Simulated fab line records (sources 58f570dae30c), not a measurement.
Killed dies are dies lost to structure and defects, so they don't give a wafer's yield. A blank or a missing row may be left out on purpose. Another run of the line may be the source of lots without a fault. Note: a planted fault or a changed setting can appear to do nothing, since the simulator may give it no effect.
fab line records || flow berkeley_cmos170 || part 2 of 2: steps 28 to 38 of 38
record: {"lots": 5, "wafers": 15, "last_day": 13}
route steps=331 shown CONTACT@225 M1@238 V1@254
lots that met no fault: from a run of the same line without faults
start_h: start of the lot's first displayed wafer, in hours after the record's first day || wait_h: hours since the lot's step before || " identical to the entry in the row above || L1.1+2: a single row standing in for several wafers || - value missing, or start not given || * or withheld: withheld || < > ~ a bound
route shown NAME@n: names a module that has steps shown in the file, with the first one's number in the route || usual: mean and standard deviation over wafers with no fault || same: alike in all rows || chamber/n: place in a boat || sites: readings site by site || _std_site: how widely they spread, as a standard deviation || _edge_site: mean of outer sites minus mean of inner sites || radius_mm: for every site, how far away it sits from the centre of the wafer || mask NAME#n: copy n || behind: the last tool/chamber to shape the wafer || hold: cause of the lot's hold/its duration in hours/its outcome || device: names the non-switching transistor (n, p or np) || end of line: tests run on the same wafers once the route is complete || a step without rows: its recipe alone || killed: dies lost to structure and defects at the first sort, not the wafer's yield || map: a wafer's dies, x killed, . not, _ none there
set.NAME: the setting the step ran with; set.NAME@STEP: the setting that earlier step ran with || model.NAME: the simulator's own value behind a step, which no gauge read
certain route steps with their lots: each step a table, each wafer a row
services: when a tool's chamber went out of use (start_h, in hours from the record's first day, below 0 if earlier), for how many hours, and the reason
== steps ==
step: UCB170_M1_CD_MEAS_90
recipe: {"target_cd_nm": 700}
usual: {"cd_nm": "698/4.1"}
{"lot.wafer": "L074.2", "tool": "cd_sem-02", "chamber": "-", "start_h": 167.83, "wait_h": 0.1, "cd_nm": 695}
{"lot.wafer": "L074.3", "tool": "cd_sem-02", "chamber": "-", "start_h": 167.83, "wait_h": 0.1, "cd_nm": 699}
{"lot.wafer": "L074.6", "tool": "cd_sem-02", "chamber": "-", "start_h": 167.83, "wait_h": 0.1, "cd_nm": 703}
{"lot.wafer": "L076.1", "tool": "cd_sem-02", "chamber": "-", "start_h": 185.95, "wait_h": 0.1, "cd_nm": 702}
{"lot.wafer": "L076.2", "tool": "cd_sem-02", "chamber": "-", "start_h": 185.95, "wait_h": 0.1, "cd_nm": 696}
{"lot.wafer": "L076.4", "tool": "cd_sem-02", "chamber": "-", "start_h": 185.95, "wait_h": 0.1, "cd_nm": 695}
{"lot.wafer": "L082.1", "tool": "cd_sem-01", "chamber": "-", "start_h": 211.66, "wait_h": 0.1, "cd_nm": 707}
{"lot.wafer": "L082.2", "tool": "cd_sem-01", "chamber": "-", "start_h": 211.66, "wait_h": 0.1, "cd_nm": 697}
{"lot.wafer": "L082.6", "tool": "cd_sem-01", "chamber": "-", "start_h": 211.66, "wait_h": 0.1, "cd_nm": 706}
{"lot.wafer": "L089.1", "tool": "cd_sem-02", "chamber": "-", "start_h": 256.31, "wait_h": 0.1, "cd_nm": 700}
{"lot.wafer": "L089.3", "tool": "cd_sem-02", "chamber": "-", "start_h": 256.31, "wait_h": 0.1, "cd_nm": 692}
{"lot.wafer": "L089.5", "tool": "cd_sem-02", "chamber": "-", "start_h": 256.31, "wait_h": 0.1, "cd_nm": 690}
{"lot.wafer": "L094.2", "tool": "cd_sem-02", "chamber": "-", "start_h": 304.65, "wait_h": 0.1, "cd_nm": 697}
{"lot.wafer": "L094.3", "tool": "cd_sem-02", "chamber": "-", "start_h": 304.65, "wait_h": 0.1, "cd_nm": 696}
{"lot.wafer": "L094.6", "tool": "cd_sem-02", "chamber": "-", "start_h": 304.65, "wait_h": 0.1, "cd_nm": 697}
step: UCB170_M1_ANNEAL_14
recipe: {"temp_c": 400, "time_s": 1200, "ambient": "forming_gas"}
usual: {"zone_power_source_pct": "5.62/0.054"}
{"lot.wafer": "L074.2", "tool": "furnace-03", "chamber": 0, "start_h": 168.87, "wait_h": 1.0, "zone_power_source_pct": 5.63}
{"lot.wafer": "L074.3", "tool": "furnace-03", "chamber": 0, "start_h": 168.87, "wait_h": 1.0, "zone_power_source_pct": 5.70}
{"lot.wafer": "L074.6", "tool": "furnace-03", "chamber": 0, "start_h": 168.87, "wait_h": 1.0, "zone_power_source_pct": 5.65}
{"lot.wafer": "L076.1", "tool": "furnace-03", "chamber": 0, "start_h": 186.07, "wait_h": 0.1, "zone_power_source_pct": 5.70}
{"lot.wafer": "L076.2", "tool": "furnace-03", "chamber": 0, "start_h": 186.07, "wait_h": 0.1, "zone_power_source_pct": 5.57}
{"lot.wafer": "L076.4", "tool": "furnace-03", "chamber": 0, "start_h": 186.07, "wait_h": 0.1, "zone_power_source_pct": 5.72}
{"lot.wafer": "L082.1", "tool": "furnace-03", "chamber": 0, "start_h": 211.78, "wait_h": 0.1, "zone_power_source_pct": 5.64}
{"lot.wafer": "L082.2", "tool": "furnace-03", "chamber": 0, "start_h": 211.78, "wait_h": 0.1, "zone_power_source_pct": 5.59}
{"lot.wafer": "L082.6", "tool": "furnace-03", "chamber": 0, "start_h": 211.78, "wait_h": 0.1, "zone_power_source_pct": 5.62}
{"lot.wafer": "L089.1", "tool": "furnace-03", "chamber": 0, "start_h": 256.43, "wait_h": 0.1, "zone_power_source_pct": 5.58}
{"lot.wafer": "L089.3", "tool": "furnace-03", "chamber": 0, "start_h": 256.43, "wait_h": 0.1, "zone_power_source_pct": 5.65}
{"lot.wafer": "L089.5", "tool": "furnace-03", "chamber": 0, "start_h": 256.43, "wait_h": 0.1, "zone_power_source_pct": 5.66}
{"lot.wafer": "L094.2", "tool": "furnace-03", "chamber": 0, "start_h": 304.75, "wait_h": 0.1, "zone_power_source_pct": 5.59}
{"lot.wafer": "L094.3", "tool": "furnace-03", "chamber": 0, "start_h": 304.75, "wait_h": 0.1, "zone_power_source_pct": 5.63}
{"lot.wafer": "L094.6", "tool": "furnace-03", "chamber": 0, "start_h": 304.75, "wait_h": 0.1, "zone_power_source_pct": 5.68}
step: UCB170_V1_CVD_00
recipe: {"material": "SiO2", "target_thk_nm": 2000, "temp_c": 390, "precursor": "TEOS/O2", "time_s": 250, "rf_w": 550, "pressure_mtorr": 9000}
usual: {"heater_power_w": "264/54", "rf_fwd_power_W": "548.7/1.8"}
{"lot.wafer": "L074.2", "tool": "pecvd-02", "chamber": 1, "start_h": 170.21, "wait_h": 0.0, "heater_power_w": 302, "rf_fwd_power_W": 547.5}
{"lot.wafer": "L074.3", "tool": "pecvd-02", "chamber": 1, "start_h": 170.21, "wait_h": 0.0, "heater_power_w": 216, "rf_fwd_power_W": 545.7}
{"lot.wafer": "L074.6", "tool": "pecvd-02", "chamber": 1, "start_h": 170.21, "wait_h": 0.0, "heater_power_w": 297, "rf_fwd_power_W": 550.6}
{"lot.wafer": "L076.1", "tool": "pecvd-03", "chamber": 1, "start_h": 187.41, "wait_h": 0.0, "heater_power_w": 393, "rf_fwd_power_W": 548.9}
{"lot.wafer": "L076.2", "tool": "pecvd-03", "chamber": 2, "start_h": 187.41, "wait_h": 0.0, "heater_power_w": 245, "rf_fwd_power_W": 548.9}
{"lot.wafer": "L076.4", "tool": "pecvd-03", "chamber": 2, "start_h": 187.41, "wait_h": 0.0, "heater_power_w": 183, "rf_fwd_power_W": 548.2}
{"lot.wafer": "L082.1", "tool": "pecvd-03", "chamber": 1, "start_h": 213.12, "wait_h": 0.0, "heater_power_w": 345, "rf_fwd_power_W": 548.1}
{"lot.wafer": "L082.2", "tool": "pecvd-03", "chamber": 2, "start_h": 213.12, "wait_h": 0.0, "heater_power_w": 264, "rf_fwd_power_W": 551.4}
{"lot.wafer": "L082.6", "tool": "pecvd-03", "chamber": 0, "start_h": 213.12, "wait_h": 0.0, "heater_power_w": 351, "rf_fwd_power_W": 551.2}
{"lot.wafer": "L089.1", "tool": "pecvd-03", "chamber": 0, "start_h": 257.76, "wait_h": 0.0, "heater_power_w": 288, "rf_fwd_power_W": 549.1}
{"lot.wafer": "L089.3", "tool": "pecvd-03", "chamber": 1, "start_h": 257.76, "wait_h": 0.0, "heater_power_w": 305, "rf_fwd_power_W": 547.6}
{"lot.wafer": "L089.5", "tool": "pecvd-03", "chamber": 1, "start_h": 257.76, "wait_h": 0.0, "heater_power_w": 240, "rf_fwd_power_W": 549.7}
{"lot.wafer": "L094.2", "tool": "pecvd-03", "chamber": 0, "start_h": 306.09, "wait_h": 0.0, "heater_power_w": 329, "rf_fwd_power_W": 550.0}
{"lot.wafer": "L094.3", "tool": "pecvd-03", "chamber": 1, "start_h": 306.09, "wait_h": 0.0, "heater_power_w": 296, "rf_fwd_power_W": 547.2}
{"lot.wafer": "L094.6", "tool": "pecvd-03", "chamber": 2, "start_h": 306.09, "wait_h": 0.0, "heater_power_w": 189, "rf_fwd_power_W": 548.9}
step: UCB170_V1_THK_MEAS_01
recipe: {"reads": "SiO2_of_V1_CVD_00"}
usual: {"V1_TEOS_THK": "2003/26"}
{"lot.wafer": "L074.2", "tool": "film_metro-04", "chamber": "-", "start_h": 170.45, "wait_h": 0.2, "V1_TEOS_THK[nm]": 1982}
{"lot.wafer": "L074.3", "tool": "film_metro-04", "chamber": "-", "start_h": 170.45, "wait_h": 0.2, "V1_TEOS_THK[nm]": 2032}
{"lot.wafer": "L074.6", "tool": "film_metro-04", "chamber": "-", "start_h": 170.45, "wait_h": 0.2, "V1_TEOS_THK[nm]": 2011}
{"lot.wafer": "L076.1", "tool": "film_metro-01", "chamber": "-", "start_h": 187.56, "wait_h": 0.1, "V1_TEOS_THK[nm]": 2007}
{"lot.wafer": "L076.2", "tool": "film_metro-01", "chamber": "-", "start_h": 187.56, "wait_h": 0.1, "V1_TEOS_THK[nm]": 1994}
{"lot.wafer": "L076.4", "tool": "film_metro-01", "chamber": "-", "start_h": 187.56, "wait_h": 0.1, "V1_TEOS_THK[nm]": 2040}
{"lot.wafer": "L082.1", "tool": "film_metro-03", "chamber": "-", "start_h": 213.27, "wait_h": 0.1, "V1_TEOS_THK[nm]": 2024}
{"lot.wafer": "L082.2", "tool": "film_metro-03", "chamber": "-", "start_h": 213.27, "wait_h": 0.1, "V1_TEOS_THK[nm]": 1985}
{"lot.wafer": "L082.6", "tool": "film_metro-03", "chamber": "-", "start_h": 213.27, "wait_h": 0.1, "V1_TEOS_THK[nm]": 2011}
{"lot.wafer": "L089.1", "tool": "film_metro-01", "chamber": "-", "start_h": 257.92, "wait_h": 0.1, "V1_TEOS_THK[nm]": 1967}
{"lot.wafer": "L089.3", "tool": "film_metro-01", "chamber": "-", "start_h": 257.92, "wait_h": 0.1, "V1_TEOS_THK[nm]": 1968}
{"lot.wafer": "L089.5", "tool": "film_metro-01", "chamber": "-", "start_h": 257.92, "wait_h": 0.1, "V1_TEOS_THK[nm]": 2014}
{"lot.wafer": "L094.2", "tool": "film_metro-03", "chamber": "-", "start_h": 306.25, "wait_h": 0.1, "V1_TEOS_THK[nm]": 1991}
{"lot.wafer": "L094.3", "tool": "film_metro-03", "chamber": "-", "start_h": 306.25, "wait_h": 0.1, "V1_TEOS_THK[nm]": 1990}
{"lot.wafer": "L094.6", "tool": "film_metro-03", "chamber": "-", "start_h": 306.25, "wait_h": 0.1, "V1_TEOS_THK[nm]": 2011}
step: UCB170_V1_CMP_02
recipe: {"material": "SiO2", "down_force_psi": 6, "platen_rpm": 60, "pad_velocity_m_s": 0.75398}
usual: {"head_pressure_psi": "5.998/0.015", "motor_current_A": "16.4/1.9"}
{"lot.wafer": "L074.3", "tool": "cmp-02", "chamber": 1, "start_h": 170.55, "wait_h": 0.1, "head_pressure_psi": 6.002, "motor_current_A": 16.7}
{"lot.wafer": "L074.2", "tool": "cmp-02", "chamber": 3, "start_h": 170.55, "wait_h": 0.1, "head_pressure_psi": 6.009, "motor_current_A": 14.1}
{"lot.wafer": "L074.6", "tool": "cmp-02", "chamber": 1, "start_h": 170.55, "wait_h": 0.1, "head_pressure_psi": 6.010, "motor_current_A": 16.9}
{"lot.wafer": "L076.1", "tool": "cmp-02", "chamber": 3, "start_h": 187.67, "wait_h": 0.1, "head_pressure_psi": 6.026, "motor_current_A": 14.4}
{"lot.wafer": "L076.4", "tool": "cmp-02", "chamber": 0, "start_h": 187.67, "wait_h": 0.1, "head_pressure_psi": 5.974, "motor_current_A": 17.4}
{"lot.wafer": "L076.2", "tool": "cmp-02", "chamber": 1, "start_h": 187.67, "wait_h": 0.1, "head_pressure_psi": 5.992, "motor_current_A": 16.5}
{"lot.wafer": "L082.1", "tool": "cmp-02", "chamber": 3, "start_h": 213.33, "wait_h": 0.1, "head_pressure_psi": 6.013, "motor_current_A": 14.2}
{"lot.wafer": "L082.2", "tool": "cmp-02", "chamber": 0, "start_h": 213.33, "wait_h": 0.1, "head_pressure_psi": 5.984, "motor_current_A": 17.6}
{"lot.wafer": "L082.6", "tool": "cmp-02", "chamber": 0, "start_h": 213.33, "wait_h": 0.1, "head_pressure_psi": 5.981, "motor_current_A": 17.5}
{"lot.wafer": "L089.3", "tool": "cmp-02", "chamber": 3, "start_h": 257.98, "wait_h": 0.0, "head_pressure_psi": 6.014, "motor_current_A": 14.7}
{"lot.wafer": "L089.1", "tool": "cmp-02", "chamber": 2, "start_h": 257.98, "wait_h": 0.0, "head_pressure_psi": 6.012, "motor_current_A": 14.2}
{"lot.wafer": "L089.5", "tool": "cmp-02", "chamber": 0, "start_h": 257.98, "wait_h": 0.0, "head_pressure_psi": 5.989, "motor_current_A": 16.7}
{"lot.wafer": "L094.2", "tool": "cmp-01", "chamber": 2, "start_h": 306.30, "wait_h": 0.0, "head_pressure_psi": 5.999, "motor_current_A": 19.6}
{"lot.wafer": "L094.3", "tool": "cmp-01", "chamber": 0, "start_h": 306.30, "wait_h": 0.0, "head_pressure_psi": 5.997, "motor_current_A": 14.8}
{"lot.wafer": "L094.6", "tool": "cmp-01", "chamber": 2, "start_h": 306.30, "wait_h": 0.0, "head_pressure_psi": 5.967, "motor_current_A": 19.0}
step: UCB170_V1_BOW_MEAS_03
recipe: {"mode": "bow"}
usual: {"V1_BOW": "20/6.4"}
{"lot.wafer": "L074.2", "tool": "film_metro-01", "chamber": "-", "start_h": 170.82, "wait_h": 0.1, "V1_BOW[um]": 26}
{"lot.wafer": "L074.3", "tool": "film_metro-01", "chamber": "-", "start_h": 170.82, "wait_h": 0.1, "V1_BOW[um]": 17}
{"lot.wafer": "L074.6", "tool": "film_metro-01", "chamber": "-", "start_h": 170.82, "wait_h": 0.1, "V1_BOW[um]": 15}
{"lot.wafer": "L076.1", "tool": "film_metro-04", "chamber": "-", "start_h": 187.92, "wait_h": 0.2, "V1_BOW[um]": 9}
{"lot.wafer": "L076.2", "tool": "film_metro-04", "chamber": "-", "start_h": 187.92, "wait_h": 0.2, "V1_BOW[um]": 14}
{"lot.wafer": "L076.4", "tool": "film_metro-04", "chamber": "-", "start_h": 187.92, "wait_h": 0.2, "V1_BOW[um]": 10}
{"lot.wafer": "L082.1", "tool": "film_metro-03", "chamber": "-", "start_h": 213.63, "wait_h": 0.2, "V1_BOW[um]": 29}
{"lot.wafer": "L082.2", "tool": "film_metro-03", "chamber": "-", "start_h": 213.63, "wait_h": 0.2, "V1_BOW[um]": 23}
{"lot.wafer": "L082.6", "tool": "film_metro-03", "chamber": "-", "start_h": 213.63, "wait_h": 0.2, "V1_BOW[um]": 18}
{"lot.wafer": "L089.1", "tool": "film_metro-01", "chamber": "-", "start_h": 258.28, "wait_h": 0.1, "V1_BOW[um]": 22}
{"lot.wafer": "L089.3", "tool": "film_metro-01", "chamber": "-", "start_h": 258.28, "wait_h": 0.1, "V1_BOW[um]": 14}
{"lot.wafer": "L089.5", "tool": "film_metro-01", "chamber": "-", "start_h": 258.28, "wait_h": 0.1, "V1_BOW[um]": 11}
{"lot.wafer": "L094.2", "tool": "film_metro-04", "chamber": "-", "start_h": 306.62, "wait_h": 0.3, "V1_BOW[um]": 18}
{"lot.wafer": "L094.3", "tool": "film_metro-04", "chamber": "-", "start_h": 306.62, "wait_h": 0.3, "V1_BOW[um]": 28}
{"lot.wafer": "L094.6", "tool": "film_metro-04", "chamber": "-", "start_h": 306.62, "wait_h": 0.3, "V1_BOW[um]": 27}
step: UCB170_V1_THK_MEAS_04
recipe: {"reads": "SiO2_of_V1_CVD_00"}
usual: {"V1_POLISHED_THK": "1000.3/1.3"}
{"lot.wafer": "L074.2", "tool": "film_metro-01", "chamber": "-", "start_h": 170.93, "wait_h": 0.1, "V1_POLISHED_THK[nm]": 1001.0}
{"lot.wafer": "L074.3", "tool": "film_metro-01", "chamber": "-", "start_h": 170.93, "wait_h": 0.1, "V1_POLISHED_THK[nm]": 1000.6}
{"lot.wafer": "L074.6", "tool": "film_metro-01", "chamber": "-", "start_h": 170.93, "wait_h": 0.1, "V1_POLISHED_THK[nm]": 1001.5}
{"lot.wafer": "L076.1", "tool": "film_metro-04", "chamber": "-", "start_h": 188.04, "wait_h": 0.1, "V1_POLISHED_THK[nm]": 1003.5}
{"lot.wafer": "L076.2", "tool": "film_metro-04", "chamber": "-", "start_h": 188.04, "wait_h": 0.1, "V1_POLISHED_THK[nm]": 1001.8}
{"lot.wafer": "L076.4", "tool": "film_metro-04", "chamber": "-", "start_h": 188.04, "wait_h": 0.1, "V1_POLISHED_THK[nm]": 1002.3}
{"lot.wafer": "L082.1", "tool": "film_metro-03", "chamber": "-", "start_h": 213.75, "wait_h": 0.1, "V1_POLISHED_THK[nm]": 999.9}
{"lot.wafer": "L082.2", "tool": "film_metro-03", "chamber": "-", "start_h": 213.75, "wait_h": 0.1, "V1_POLISHED_THK[nm]": 999.6}
{"lot.wafer": "L082.6", "tool": "film_metro-03", "chamber": "-", "start_h": 213.75, "wait_h": 0.1, "V1_POLISHED_THK[nm]": 1000.6}
{"lot.wafer": "L089.1", "tool": "film_metro-01", "chamber": "-", "start_h": 258.40, "wait_h": 0.1, "V1_POLISHED_THK[nm]": 1002.4}
{"lot.wafer": "L089.3", "tool": "film_metro-01", "chamber": "-", "start_h": 258.40, "wait_h": 0.1, "V1_POLISHED_THK[nm]": 1000.4}
{"lot.wafer": "L089.5", "tool": "film_metro-01", "chamber": "-", "start_h": 258.40, "wait_h": 0.1, "V1_POLISHED_THK[nm]": 999.8}
{"lot.wafer": "L094.2", "tool": "film_metro-04", "chamber": "-", "start_h": 306.73, "wait_h": 0.1, "V1_POLISHED_THK[nm]": 1001.3}
{"lot.wafer": "L094.3", "tool": "film_metro-04", "chamber": "-", "start_h": 306.73, "wait_h": 0.1, "V1_POLISHED_THK[nm]": 1000.8}
{"lot.wafer": "L094.6", "tool": "film_metro-04", "chamber": "-", "start_h": 306.73, "wait_h": 0.1, "V1_POLISHED_THK[nm]": 1000.9}
step: UCB170_V1_CLEAN_05
recipe: {"chemistry": "DIW"}
{"lot.wafer": "L074.2+3+6", "tool": "wet_bench-01", "chamber": 0, "start_h": 171.00, "wait_h": 0.1}
{"lot.wafer": "L076.1+2+4", "tool": "wet_bench-04", "chamber": 2, "start_h": 189.85, "wait_h": 1.8}
{"lot.wafer": "L082.1+2+6", "tool": "wet_bench-01", "chamber": 3, "start_h": 217.26, "wait_h": 3.5}
{"lot.wafer": "L089.1+3+5", "tool": "wet_bench-01", "chamber": 0, "start_h": 260.75, "wait_h": 2.3}
{"lot.wafer": "L094.2+3+6", "tool": "wet_bench-01", "chamber": 0, "start_h": 309.39, "wait_h": 2.6}
step: UCB170_V1_HMDS_06
recipe: {"prime_time_s": 60, "prime_temp_c": 100}
usual: {"prime_temp_c": "100.02/0.14"}
{"lot.wafer": "L074.2", "tool": "litho_track-04", "chamber": 0, "start_h": 171.28, "wait_h": 0.1, "prime_temp_c": 99.90}
{"lot.wafer": "L074.3", "tool": "litho_track-04", "chamber": 0, "start_h": 171.28, "wait_h": 0.1, "prime_temp_c": 99.87}
{"lot.wafer": "L074.6", "tool": "litho_track-04", "chamber": 0, "start_h": 171.28, "wait_h": 0.1, "prime_temp_c": 99.78}
{"lot.wafer": "L076.1", "tool": "litho_track-04", "chamber": 0, "start_h": 190.16, "wait_h": 0.1, "prime_temp_c": 99.97}
{"lot.wafer": "L076.2", "tool": "litho_track-04", "chamber": 0, "start_h": 190.16, "wait_h": 0.1, "prime_temp_c": 100.06}
{"lot.wafer": "L076.4", "tool": "litho_track-04", "chamber": 0, "start_h": 190.16, "wait_h": 0.1, "prime_temp_c": 100.16}
{"lot.wafer": "L082.1", "tool": "litho_track-03", "chamber": 0, "start_h": 217.43, "wait_h": 0.0, "prime_temp_c": 99.93}
{"lot.wafer": "L082.2", "tool": "litho_track-03", "chamber": 0, "start_h": 217.43, "wait_h": 0.0, "prime_temp_c": 99.91}
{"lot.wafer": "L082.6", "tool": "litho_track-03", "chamber": 0, "start_h": 217.43, "wait_h": 0.0, "prime_temp_c": 99.91}
{"lot.wafer": "L089.1", "tool": "litho_track-04", "chamber": 0, "start_h": 261.20, "wait_h": 0.3, "prime_temp_c": 100.33}
{"lot.wafer": "L089.3", "tool": "litho_track-04", "chamber": 0, "start_h": 261.20, "wait_h": 0.3, "prime_temp_c": 100.15}
{"lot.wafer": "L089.5", "tool": "litho_track-04", "chamber": 0, "start_h": 261.20, "wait_h": 0.3, "prime_temp_c": 100.18}
{"lot.wafer": "L094.2", "tool": "litho_track-04", "chamber": 0, "start_h": 309.59, "wait_h": 0.0, "prime_temp_c": 100.00}
{"lot.wafer": "L094.3", "tool": "litho_track-04", "chamber": 0, "start_h": 309.59, "wait_h": 0.0, "prime_temp_c": 100.15}
{"lot.wafer": "L094.6", "tool": "litho_track-04", "chamber": 0, "start_h": 309.59, "wait_h": 0.0, "prime_temp_c": 100.03}
step: UCB170_V1_COAT_07
recipe: {"resist": "KrF", "spin_rpm": 1500, "resist_thk_nm": 900}
{"lot.wafer": "L074.2+3+6", "tool": "litho_track-04", "chamber": 0, "start_h": 171.43, "wait_h": 0.1}
{"lot.wafer": "L076.1+2+4", "tool": "litho_track-04", "chamber": 0, "start_h": 190.31, "wait_h": 0.1}
{"lot.wafer": "L082.1+2+6", "tool": "litho_track-03", "chamber": 0, "start_h": 217.58, "wait_h": 0.1}
{"lot.wafer": "L089.1+3+5", "tool": "litho_track-04", "chamber": 0, "start_h": 261.35, "wait_h": 0.1}
{"lot.wafer": "L094.2+3+6", "tool": "litho_track-04", "chamber": 0, "start_h": 309.74, "wait_h": 0.1}
step: UCB170_V1_SOFTBAKE_08
recipe: {"resist": "KrF", "temp_c": 130, "time_s": 60}
{"lot.wafer": "L074.2+3+6", "tool": "litho_track-04", "chamber": 0, "start_h": 171.58, "wait_h": 0.1}
{"lot.wafer": "L076.1+2+4", "tool": "litho_track-04", "chamber": 0, "start_h": 190.46, "wait_h": 0.1}
{"lot.wafer": "L082.1+2+6", "tool": "litho_track-03", "chamber": 0, "start_h": 217.73, "wait_h": 0.1}
{"lot.wafer": "L089.1+3+5", "tool": "litho_track-04", "chamber": 0, "start_h": 261.50, "wait_h": 0.1}
{"lot.wafer": "L094.2+3+6", "tool": "litho_track-04", "chamber": 0, "start_h": 309.89, "wait_h": 0.1}
== services ==
{"tool": "krf_scanner-01", "chamber": "-", "start_h": 140.84, "hours": 3.6, "kind": "pm"}
{"tool": "rie_diel-04", "chamber": 1, "start_h": 143.07, "hours": 13.3, "kind": "repair"}
{"tool": "rie_metal-04", "chamber": "-", "start_h": 146.81, "hours": 1.6, "kind": "repair"}
{"tool": "pecvd-03", "chamber": 2, "start_h": 151.61, "hours": 2.4, "kind": "repair"}
{"tool": "krf_scanner-01", "chamber": "-", "start_h": 156.61, "hours": 1.8, "kind": "repair"}
{"tool": "pecvd-03", "chamber": 1, "start_h": 158.25, "hours": 5.1, "kind": "repair"}
{"tool": "pecvd-03", "chamber": "-", "start_h": 160.37, "hours": 1.5, "kind": "repair"}
{"tool": "cmp-02", "chamber": "-", "start_h": 165.28, "hours": 2.4, "kind": "repair"}
{"tool": "rie_diel-01", "chamber": "-", "start_h": 189.25, "hours": 14.6, "kind": "pm"}
{"tool": "krf_scanner-02", "chamber": "-", "start_h": 198.41, "hours": 1.3, "kind": "pm"}
{"tool": "rie_diel-04", "chamber": 2, "start_h": 205.14, "hours": 7.6, "kind": "repair"}
{"tool": "krf_scanner-01", "chamber": "-", "start_h": 207.42, "hours": 1.3, "kind": "pm"}
{"tool": "krf_scanner-01", "chamber": "-", "start_h": 222.79, "hours": 11.6, "kind": "pm"}
{"tool": "cmp-02", "chamber": "-", "start_h": 232.00, "hours": 4.0, "kind": "pm"}
{"tool": "krf_scanner-02", "chamber": "-", "start_h": 241.08, "hours": 1.0, "kind": "pm"}
{"tool": "pecvd-03", "chamber": "-", "start_h": 242.50, "hours": 14.0, "kind": "pm"}
{"tool": "krf_scanner-01", "chamber": "-", "start_h": 267.66, "hours": 2.8, "kind": "repair"}
{"tool": "krf_scanner-01", "chamber": "-", "start_h": 268.39, "hours": 6.0, "kind": "repair"}
{"tool": "krf_scanner-01", "chamber": "-", "start_h": 276.39, "hours": 1.0, "kind": "pm"}
{"tool": "krf_scanner-01", "chamber": "-", "start_h": 279.96, "hours": 4.4, "kind": "pm"}
{"tool": "krf_scanner-02", "chamber": "-", "start_h": 304.30, "hours": 3.6, "kind": "pm"}
{"tool": "krf_scanner-01", "chamber": "-", "start_h": 307.86, "hours": 0.8, "kind": "pm"}
{"tool": "krf_scanner-02", "chamber": "-", "start_h": 308.61, "hours": 4.0, "kind": "pm"}
{"tool": "rie_diel-01", "chamber": 3, "start_h": 309.59, "hours": 12.9, "kind": "repair"}
